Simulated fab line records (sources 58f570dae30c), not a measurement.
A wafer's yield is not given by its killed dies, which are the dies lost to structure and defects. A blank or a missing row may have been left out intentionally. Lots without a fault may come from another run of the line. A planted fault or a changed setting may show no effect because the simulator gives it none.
fab line records	flow berkeley-cmos170
record: lots: 14	wafers: 42	last-day: 12
route steps=331 shown ACTIVE@66 GATE@128 M1@240 V2@306
lots that met no fault: taken from a fault-free run of the same line
start-h: start of the lot's first displayed wafer, in hours after the record's first day	wait-h: hours elapsed since this lot's preceding step	" the same as in the row above	L1.1+2: one row covering several wafers at once	- no value present, or no start provided	* or withheld: withheld	< > ~ a bound
route shown NAME@n: NAME is a module with steps in the file, n the number in the route of the first one	usual: mean/standard deviation of fault-free wafers	same: alike in all rows	chamber/n: place in a boat	sites: readings site by site	_std_site: how widely they spread, as a standard deviation	_edge_site: outer sites' mean less inner sites'	radius-mm: how far each site lies from the wafer's centre	mask NAME#n: copy n	behind: the most recent tool/chamber to have shaped the wafer	hold: why the lot was held/for how many hours/how that ended	device: whichever transistor did not switch (one of n, p or np)	end of line: at the end of the route, the tests of the same wafers	a step without rows: its recipe alone	killed: not the wafer's yield, but the dies lost to structure and defects at the first sort	map: a wafer's dies, x killed, . not, _ none there
set.NAME: the setting that was run; set.NAME@STEP: the one run at that earlier step	model.NAME: the simulator's own value behind a step, which no gauge read
the route's steps for a sample of lots (tables are steps, rows are wafers)
services: when a tool's chamber went out of use (start-h, in hours from the record's first day, below 0 if earlier), for how many hours, and the reason
== steps ==
step: UCB170_ACTIVE_THK_MEAS_06
recipe: reads: Si3N4_of_ACTIVE_CVD_05
usual: ACTIVE_NITRIDE_THK: 220.9/2.2
lot.wafer	tool	chamber	start-h	wait-h	ACTIVE_NITRIDE_THK[nm]
L303.1	film-metro-02	-	101.65	0.0	223.4
L303.3	"	-	"	"	223.8
L303.5	"	-	"	"	224.4
L304.3	film-metro-04	-	101.67	0.0	220.3
L304.4	"	-	"	"	220.6
L304.6	"	-	"	"	220.3
L306.1	film-metro-01	-	105.65	0.0	221.8
L306.3	"	-	"	"	222.7
L306.4	"	-	"	"	220.7
L305.1	film-metro-02	-	105.68	0.0	220.9
L305.4	"	-	"	"	219.3
L305.6	"	-	"	"	220.0
L311.1	film-metro-02	-	125.11	0.0	222.4
L311.2	"	-	"	"	220.0
L311.3	"	-	"	"	219.8
L313.3	film-metro-04	-	130.18	0.0	224.6
L313.5	"	-	"	"	222.3
L313.6	"	-	"	"	222.8
L316.2	film-metro-04	-	139.92	0.0	220.5
L316.4	"	-	"	"	218.3
L316.5	"	-	"	"	220.6
L318.1	film-metro-02	-	139.97	0.1	220.4
L318.2	"	-	"	"	219.7
L318.5	"	-	"	"	220.8
L320.1	film-metro-04	-	146.40	0.0	220.8
L320.2	"	-	"	"	219.0
L320.6	"	-	"	"	219.7
L319.2	film-metro-02	-	146.41	0.0	220.4
L319.4	"	-	"	"	218.2
L319.6	"	-	"	"	221.2
L321.2	film-metro-01	-	159.59	0.0	222.7
L321.4	"	-	"	"	223.0
L321.5	"	-	"	"	222.6
L323.2	film-metro-04	-	171.02	0.0	217.7
L323.3	"	-	"	"	217.1
L323.5	"	-	"	"	218.7
L324.1	film-metro-01	-	181.38	0.0	222.2
L324.2	"	-	"	"	221.2
L324.5	"	-	"	"	222.2
L326.2	film-metro-02	-	197.92	0.0	217.0
L326.3	"	-	"	"	216.2
L326.6	"	-	"	"	213.6
step: UCB170_GATE_THK_MEAS_02
recipe: reads: SiO2_of_GATE_OXIDATION_01
usual: GATE_OXIDE_THK: 6.64/0.15
lot.wafer	tool	chamber	start-h	wait-h	GATE_OXIDE_THK[nm]
L305.1	film-metro-02	-	136.21	0.0	6.90
L305.4	"	-	"	"	6.93
L305.6	"	-	"	"	6.92
L304.3	film-metro-02	-	136.29	0.1	6.68
L304.4	"	-	"	"	6.75
L304.6	"	-	"	"	6.49
L306.1	film-metro-04	-	136.32	0.1	6.70
L306.3	"	-	"	"	6.56
L306.4	"	-	"	"	6.65
L303.1	film-metro-03	-	136.33	0.1	6.75
L303.3	"	-	"	"	6.68
L303.5	"	-	"	"	6.66
L311.1	film-metro-04	-	166.96	0.0	6.54
L311.2	"	-	"	"	6.31
L311.3	"	-	"	"	6.41
L313.3	film-metro-02	-	167.01	0.1	6.41
L313.5	"	-	"	"	6.41
L313.6	"	-	"	"	6.33
L318.1	film-metro-04	-	185.63	0.0	6.51
L318.2	"	-	"	"	6.82
L318.5	"	-	"	"	6.66
L316.2	film-metro-03	-	185.64	0.0	6.76
L316.4	"	-	"	"	6.65
L316.5	"	-	"	"	6.64
L320.1	film-metro-04	-	201.07	0.0	6.82
L320.2	"	-	"	"	6.69
L320.6	"	-	"	"	6.66
L319.2	film-metro-03	-	201.08	0.0	6.95
L319.4	"	-	"	"	6.97
L319.6	"	-	"	"	6.86
L321.2	film-metro-04	-	207.72	0.0	6.55
L321.4	"	-	"	"	6.45
L321.5	"	-	"	"	6.60
L323.2	film-metro-02	-	221.49	0.0	6.66
L323.3	"	-	"	"	6.61
L323.5	"	-	"	"	6.70
L324.1	film-metro-04	-	221.54	0.1	6.55
L324.2	"	-	"	"	6.60
L324.5	"	-	"	"	6.49
L326.2	film-metro-02	-	241.80	0.0	6.58
L326.3	"	-	"	"	6.50
L326.6	"	-	"	"	6.61
step: UCB170_M1_THK_MEAS_02
recipe: thk-meas-gauge: xrf	reads: Al_of_M1_SPUTTER_00
usual: M1_AL_THK: 611/8.6
lot.wafer	tool	chamber	start-h	wait-h	M1_AL_THK[nm]
L305.1	film-metro-01	-	176.54	0.1	620
L305.4	"	-	"	"	622
L305.6	"	-	"	"	621
L304.3	film-metro-01	-	177.29	0.1	626
L304.4	"	-	"	"	620
L304.6	"	-	"	"	624
L306.1	film-metro-02	-	177.45	0.1	611
L306.3	"	-	"	"	603
L306.4	"	-	"	"	611
L303.1	film-metro-02	-	180.52	0.1	599
L303.3	"	-	"	"	599
L303.5	"	-	"	"	596
L311.1	film-metro-01	-	209.95	0.1	609
L311.2	"	-	"	"	605
L311.3	"	-	"	"	605
L313.3	film-metro-02	-	211.14	0.1	619
L313.5	"	-	"	"	612
L313.6	"	-	"	"	601
L318.1	film-metro-01	-	223.63	0.1	621
L318.2	"	-	"	"	619
L318.5	"	-	"	"	618
L316.2	film-metro-01	-	225.61	0.1	617
L316.4	"	-	"	"	615
L316.5	"	-	"	"	611
L320.1	film-metro-02	-	230.41	0.1	617
L320.2	"	-	"	"	614
L320.6	"	-	"	"	613
L319.2	film-metro-01	-	233.52	0.1	623
L319.4	"	-	"	"	615
L319.6	"	-	"	"	622
L321.2	film-metro-04	-	241.57	0.1	601
L321.4	"	-	"	"	608
L321.5	"	-	"	"	612
L324.1	film-metro-01	-	254.13	0.1	618
L324.2	"	-	"	"	627
L324.5	"	-	"	"	620
L323.2	film-metro-04	-	254.39	0.1	607
L323.3	"	-	"	"	607
L323.5	"	-	"	"	606
L326.2	film-metro-04	-	270.88	0.1	608
L326.3	"	-	"	"	601
L326.6	"	-	"	"	610
step: UCB170_V2_ETCH_14
recipe: chemistry: CHF3/CF4/Ar	target: SiO2	stop-on: Al	CHF3_flow_sccm: 45	cf4-flow-sccm: 15	Ar_flow_sccm: 150	pressure-mtorr: 200	rf-w: 700	target-depth-a: 12500	over-etch-frac: 0.25	time-s: 291
usual: CHF3_flow_sccm: 45.01/0.13	drypump-motor-current-A: 5.9/0.46	oes-product-au: 0.875/0.013	rf-fwd-power-W: 697.8/2	throttle-valve-pct: 6.94/0.12
same: time-s: 291
lot.wafer	tool	chamber	start-h	wait-h	CHF3_flow_sccm	drypump-motor-current-A	oes-product-au	rf-fwd-power-W	rf-hours-counter-h	throttle-valve-pct
L305.1	rie-diel-03	1	191.10	0.0	44.87	5.7	0.883	699.6	4	6.85
L305.4	"	1	"	"	44.70	5.7	0.880	694.6	-	6.83
L305.6	"	2	"	"	44.78	6.8	0.888	697.2	-	7.01
L304.3	rie-diel-01	3	192.82	0.0	45.03	5.4	0.873	699.9	137	6.81
L304.4	"	0	"	"	44.85	5.4	0.874	694.9	130	6.88
L304.6	"	2	"	"	45.12	5.6	0.887	696.9	-	6.85
L306.1	rie-diel-03	1	193.37	0.0	44.94	5.7	0.876	696.5	4	6.84
L306.3	"	3	"	"	45.00	5.7	0.855	697.5	107	7.08
L306.4	"	2	"	"	45.08	6.8	0.881	698.1	17	7.02
L303.1	rie-diel-03	2	203.92	0.0	44.97	6.8	0.894	697.5	18	7.02
L303.3	"	3	"	"	45.02	5.7	0.857	697.0	107	7.08
L303.5	"	1	"	"	44.97	5.6	0.870	696.4	-	6.83
L311.1	rie-diel-01	0	226.74	0.0	44.97	5.4	0.875	693.9	132	6.88
L311.2	"	2	"	"	44.80	5.6	0.892	696.9	14	6.86
L311.3	"	3	"	"	45.12	5.4	0.874	698.7	139	6.82
L313.3	rie-diel-03	3	229.48	0.0	44.94	5.7	0.844	698.6	108	7.09
L313.5	"	0	"	"	44.94	6.2	0.871	699.3	-	6.93
L313.6	"	1	"	"	44.98	5.7	0.862	412.8	-	6.86
L318.1	rie-diel-04	1	240.06	0.0	45.16	6.5	0.872	699.0	22	7.18
L318.2	"	2	"	"	45.12	5.3	0.875	701.1	10	6.95
L318.5	"	1	"	"	44.91	6.5	0.866	698.5	-	7.18
L316.2	rie-diel-03	3	243.06	0.0	45.01	5.7	0.847	697.3	109	7.08
L316.4	"	1	"	"	45.24	5.6	0.854	416.2	7	6.84
L316.5	"	2	"	"	44.86	6.8	0.891	699.6	-	7.02
L320.1	rie-diel-01	0	245.96	0.0	45.04	5.4	0.877	697.0	134	6.88
L320.2	"	1	"	"	44.95	5.8	0.872	696.9	108	6.81
L320.6	"	2	"	"	45.14	5.6	0.886	700.3	-	6.86
L319.2	rie-diel-04	0	249.70	0.0	45.00	5.6	0.895	696.5	4	7.04
L319.4	"	1	"	"	45.08	6.4	0.861	697.4	22	7.17
L319.6	"	2	"	"	45.08	5.3	0.884	698.4	-	6.96
L321.2	rie-diel-01	0	257.18	0.0	45.12	5.4	0.873	697.2	135	6.88
L321.4	"	3	"	"	45.13	5.4	0.880	701.1	0	6.82
L321.5	"	1	"	"	44.95	5.8	0.871	697.0	-	6.77
L324.1	rie-diel-01	3	267.30	0.0	44.95	5.4	0.891	696.7	1	6.82
L324.2	"	0	"	"	45.00	5.4	0.875	698.3	135	6.90
L324.5	"	2	"	"	44.95	5.6	0.902	700.0	-	6.86
L323.2	rie-diel-04	0	268.03	0.0	44.95	5.6	0.895	698.5	5	7.04
L323.3	"	1	"	"	45.10	6.4	0.864	698.5	23	7.18
L323.5	"	3	"	"	44.92	5.9	0.852	695.6	-	7.14
L326.2	rie-diel-01	1	282.53	0.0	44.91	5.7	0.870	694.5	110	6.80
L326.3	"	3	"	"	44.91	5.4	0.880	696.9	2	6.81
L326.6	"	3	"	"	45.21	5.4	0.882	697.1	-	6.81
step: UCB170_V2_STRIP_15
recipe: chemistry: O2	power-w: 400	pressure-mtorr: 3500	platen-temp-c: withheld	o2-flow-sccm: 400	overash-fraction: 0.5
usual: drypump-motor-current-A: 6.1/0.37	oes-product-au: 0.721/0.005	strip-time-to-endpoint-s: 15.31/0.11
lot.wafer	tool	chamber	start-h	wait-h	drypump-motor-current-A	oes-product-au	rf-hours-counter-h	strip-time-to-endpoint-s
L305.1	plasma-asher-04	1	191.28	0.1	6.6	0.720	42	15.39
L305.4	"	1	"	"	6.6	0.711	-	15.35
L305.6	"	0	"	"	6.3	0.721	-	15.27
L304.3	plasma-asher-02	0	193.03	0.1	6.1	0.719	-	15.18
L304.4	"	1	"	"	5.8	0.714	-	15.34
L304.6	"	0	"	"	6.1	0.716	-	15.27
L306.1	plasma-asher-04	1	193.55	0.1	6.6	0.715	42	15.42
L306.3	"	0	"	"	6.3	0.723	-	15.31
L306.4	"	1	"	"	6.6	0.722	-	15.41
L303.1	plasma-asher-02	1	204.10	0.1	5.8	0.716	44	15.27
L303.3	"	1	"	"	5.8	0.726	-	15.29
L303.5	"	1	"	"	5.8	0.715	-	15.30
L311.1	plasma-asher-02	0	226.92	0.1	6.1	0.723	47	15.31
L311.2	"	1	"	"	5.7	0.726	47	15.29
L311.3	"	1	"	"	5.7	0.727	-	15.31
L313.3	plasma-asher-02	0	229.69	0.1	6.1	0.715	-	15.09
L313.5	"	1	"	"	5.8	0.722	-	15.02
L313.6	"	0	"	"	6.1	0.727	-	16.57
L318.1	plasma-asher-01	1	240.24	0.1	6.6	0.710	59	15.26
L318.2	"	0	"	"	5.5	0.716	59	15.27
L318.5	"	1	"	"	6.6	0.727	-	15.36
L316.2	plasma-asher-04	1	243.23	0.1	6.5	0.720	48	15.34
L316.4	"	1	"	"	6.5	0.729	-	16.83
L316.5	"	1	"	"	6.5	0.715	-	15.27
L320.1	plasma-asher-04	1	246.14	0.1	6.6	0.723	49	15.29
L320.2	"	0	"	"	6.3	0.722	49	15.24
L320.6	"	1	"	"	6.6	0.722	-	15.20
L319.2	plasma-asher-04	1	249.87	0.1	6.6	0.722	49	15.33
L319.4	"	0	"	"	6.3	0.719	-	15.36
L319.6	"	1	"	"	6.6	0.718	-	15.22
L321.2	plasma-asher-02	1	257.36	0.1	5.8	0.729	51	15.41
L321.4	"	0	"	"	6.1	0.716	-	15.35
L321.5	"	0	"	"	6.1	0.726	-	15.38
L324.1	plasma-asher-04	0	267.48	0.1	6.3	0.724	51	15.28
L324.2	"	1	"	"	6.6	0.712	51	15.49
L324.5	"	0	"	"	6.3	0.723	-	15.41
L323.2	plasma-asher-04	0	268.21	0.1	6.3	0.716	51	15.42
L323.3	"	0	"	"	6.3	0.717	-	15.29
L323.5	"	0	"	"	6.3	0.728	-	15.33
L326.2	plasma-asher-01	0	282.71	0.1	5.5	0.710	64	15.20
L326.3	"	0	"	"	5.5	0.726	-	15.07
L326.6	"	1	"	"	6.6	0.713	-	15.10
step: UCB170_V2_CD_MEAS_90
recipe: target-cd-nm: 700
usual: cd-nm: 700.0/1.2
lot.wafer	tool	chamber	start-h	wait-h	hold	cd-nm
L305.1	cd-sem-01	-	191.38	0.1	-	698.7
L305.4	"	-	"	"	-	699.8
L305.6	"	-	"	"	-	700.0
L304.3	cd-sem-02	-	193.14	0.1	-	700.2
L304.4	"	-	"	"	-	700.4
L304.6	"	-	"	"	-	698.9
L306.1	cd-sem-02	-	193.74	0.2	-	698.8
L306.3	"	-	"	"	-	698.4
L306.4	"	-	"	"	-	700.1
L303.1	cd-sem-01	-	204.28	0.1	-	699.9
L303.3	"	-	"	"	-	699.1
L303.5	"	-	"	"	-	699.2
L311.1	cd-sem-01	-	227.02	0.1	-	700.2
L311.2	"	-	"	"	-	699.8
L311.3	"	-	"	"	-	699.9
L313.3	cd-sem-02	-	229.80	0.1	await-dispo/0.2h/release	701.3
L313.5	"	-	"	"	await-dispo/0.2h/release	701.1
L313.6	"	-	"	"	await-dispo/0.2h/release	696.7
L313.3	cd-sem-02	-	230.09	0.3	-	701.1
L313.5	"	-	"	"	-	701.1
L313.6	"	-	"	"	-	696.6
L318.1	cd-sem-02	-	240.37	0.1	-	700.3
L318.2	"	-	"	"	-	700.9
L318.5	"	-	"	"	-	700.1
L316.2	cd-sem-02	-	243.35	0.1	await-dispo/0.2h/release	701.4
L316.4	"	-	"	"	await-dispo/0.2h/release	694.8
L316.5	"	-	"	"	await-dispo/0.2h/release	700.6
L316.2	cd-sem-02	-	243.67	0.3	-	701.3
L316.4	"	-	"	"	-	694.7
L316.5	"	-	"	"	-	700.6
L320.1	cd-sem-02	-	246.24	0.1	-	699.6
L320.2	"	-	"	"	-	701.1
L320.6	"	-	"	"	-	701.1
L319.2	cd-sem-01	-	249.99	0.1	-	698.3
L319.4	"	-	"	"	-	699.0
L319.6	"	-	"	"	-	700.3
L321.2	cd-sem-01	-	257.48	0.1	-	700.0
L321.4	"	-	"	"	-	701.1
L321.5	"	-	"	"	-	699.5
L324.1	cd-sem-01	-	267.58	0.1	-	701.1
L324.2	"	-	"	"	-	697.9
L324.5	"	-	"	"	-	700.2
L323.2	cd-sem-01	-	268.33	0.1	-	701.3
L323.3	"	-	"	"	-	700.8
L323.5	"	-	"	"	-	702.4
L326.2	cd-sem-01	-	282.83	0.1	-	698.8
L326.3	"	-	"	"	-	700.3
L326.6	"	-	"	"	-	700.4
== services ==
tool	chamber	start-h	hours	kind
rie-diel-01	1	168.36	2.4	repair
rie-diel-04	0	173.74	-	clean
rie-diel-04	0	173.74	13.6	scheduled-down
rie-diel-04	0	173.74	13.6	vent-cycle
rie-diel-01	1	174.41	6.0	repair
rie-diel-03	3	190.02	2.4	repair
plasma-asher-01	-	190.57	3.3	repair
rie-diel-04	3	207.48	5.9	repair
plasma-asher-04	-	228.96	2.9	repair
rie-diel-01	3	237.34	-	clean
rie-diel-01	3	237.34	11.5	scheduled-down
rie-diel-01	3	237.34	11.5	vent-cycle
== key ==
first-sign: step: UCB170_V2_ETCH_14	reading: rf-fwd-power-W	direction: down	sigmas: 99+	usual: 697.8	struck: 414.5
effect: step: UCB170_V2_STRIP_15	reading: strip-time-to-endpoint-s	direction: up	sigmas: 13	usual: *	struck: *
effect: step: UCB170_V2_CD_MEAS_90	reading: visit	direction: added
met-at UCB170_V2_ETCH_14
struck-lots L313,L316
struck-wafers L313.6,L316.4
later-rows-left-out L313.6,L316.4
sort-left-out L313.6,L316.4
not-acting-at UCB170_ACTIVE_THK_MEAS_06,UCB170_GATE_THK_MEAS_02,UCB170_M1_THK_MEAS_02
onset-between 203.92 229.48
fault: kind: process-parameter-drift	tool: rie-diel-03	chamber: 1	onset-h: 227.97	steps: UCB170_V2_ETCH_14	channel: rf-w	offset: -280	shape: step	end-h: 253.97	acts-in: these-recipes-only	stated: 700
sort-left-out: the simulated sort isn't trusted on such a fault, so these wafers' sort isn't shown, and their yield isn't known
later-rows-left-out: the simulator's readings of these wafers behind a module that went badly wrong aren't trusted and aren't shown, but for the sort
